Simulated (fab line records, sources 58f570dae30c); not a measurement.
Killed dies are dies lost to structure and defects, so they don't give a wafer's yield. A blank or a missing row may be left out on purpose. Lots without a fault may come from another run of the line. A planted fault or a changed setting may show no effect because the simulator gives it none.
A struck lot beside a sound one | flow berkeley_cmos170 | 19 steps out of a route of 331
Sound: wafers L816.4, L816.5, L816.6. Struck: wafers L823.2, L823.4, L823.6. The cause comes at the end.
At each step with rows: each side's tool, then ch and its chambers, then its first start. Under that, the readings that differ: sound wafers | struck wafers | difference of the means | sigmas: that difference in standard deviations of wafers without a fault.
alike: readings whose means differ by less than 2 such deviations, and words and numbers that are the same on both sides. not compared: withheld readings, readings that some wafer has no value for, bounds like >300 that may hide the same value, and numbers for which the record gives no deviation and whose values overlap.
The two part at a step that has a row with sigmas, a row that says differs or no value, or rows on one side only. Numbers that don't overlap but have no deviation are shown without sigmas and don't part them. A reading that every wafer of one side lacks parts them only if that side has two wafers or more.

first, 2 steps without rows for these wafers: UCB170_PLDD_PEB_04; UCB170_PLDD_DEVELOP_05 (develop time 45 s).
UCB170_PLDD_CD_MEAS_06: target cd 1200 nm.
  sound on cd_sem-01, day 6 16:46; struck on cd_sem-01, day 8 19:33
  alike: cd_nm
UCB170_PLDD_OVL_MEAS_07:
  sound on overlay-02, day 6 16:51; struck on overlay-01, day 8 19:40
  alike: PLDD_OVL
then, 2 steps without rows for these wafers: UCB170_PLDD_IMPLANT_08; UCB170_PLDD_IMPLANT_09.
UCB170_PLDD_STRIP_10: strips in O2.
  sound on plasma_asher-03 ch 0,1, day 6 17:12; struck on plasma_asher-01 ch 0,1, day 8 19:59
  alike: drypump_motor_current_A, oes_product_au, strip_time_to_endpoint_s
  not compared: rf_hours_counter_h
UCB170_PLDD_TW_MEAS_11:
  sound on film_metro-01, day 6 17:18; struck on film_metro-04, day 8 20:06
  alike: PLDD_TW
then, 4 steps without rows for these wafers: UCB170_PLDD_CLEAN_12 (cleans in SPM, time 600 s); UCB170_NLDD_HMDS_00 (prime time 60 s); UCB170_NLDD_COAT_01 (resist thk 900 nm); UCB170_NLDD_SOFTBAKE_02 (time 60 s).
UCB170_NLDD_EXPOSE_03: exposes mask NSELECT, target cd 1200 nm.
  sound on krf_scanner-01 ch 0, day 6 18:47; struck on krf_scanner-02 ch 0, day 8 21:27
  reading                      | sound                      | struck            | difference | sigmas
  model.NLDD.overlay_x_nm (nm) | -0.09821 -0.09821 -0.09821 | 260.7 260.7 260.7 | +260.8     |
  alike: mask
then, 2 steps without rows for these wafers: UCB170_NLDD_PEB_04; UCB170_NLDD_DEVELOP_05 (develop time 45 s).
UCB170_NLDD_CD_MEAS_06: target cd 1200 nm.
  sound on cd_sem-01, day 6 19:32; struck on cd_sem-02, day 8 22:10
  alike: cd_nm
UCB170_NLDD_OVL_MEAS_07:
  sound on overlay-02, day 6 19:37; struck on overlay-02, day 8 22:17
  reading       | sound | struck      | difference | sigmas
  NLDD_OVL (nm) | 3 0 2 | 257 263 258 | +258       | +63
then, 1 step without rows for these wafers: UCB170_NLDD_IMPLANT_08.
UCB170_M3_PROBE_99:
  sound on prober-02, day 8 03:52; struck on prober-02, day 10 09:52
  reading                        | sound             | struck            | difference | sigmas
  model.etest.nldd.line_ohm_um   | 1241 1229 1262    | 1546 1536 1536    | +295       |
  model.etest.nldd.width_nm (nm) | 624.2 627.6 622.4 | 501.5 500.1 503.4 | -123.1     |

WHERE THEY PART
Only at UCB170_NLDD_OVL_MEAS_07, within this record.

WHY: what the simulator had put in
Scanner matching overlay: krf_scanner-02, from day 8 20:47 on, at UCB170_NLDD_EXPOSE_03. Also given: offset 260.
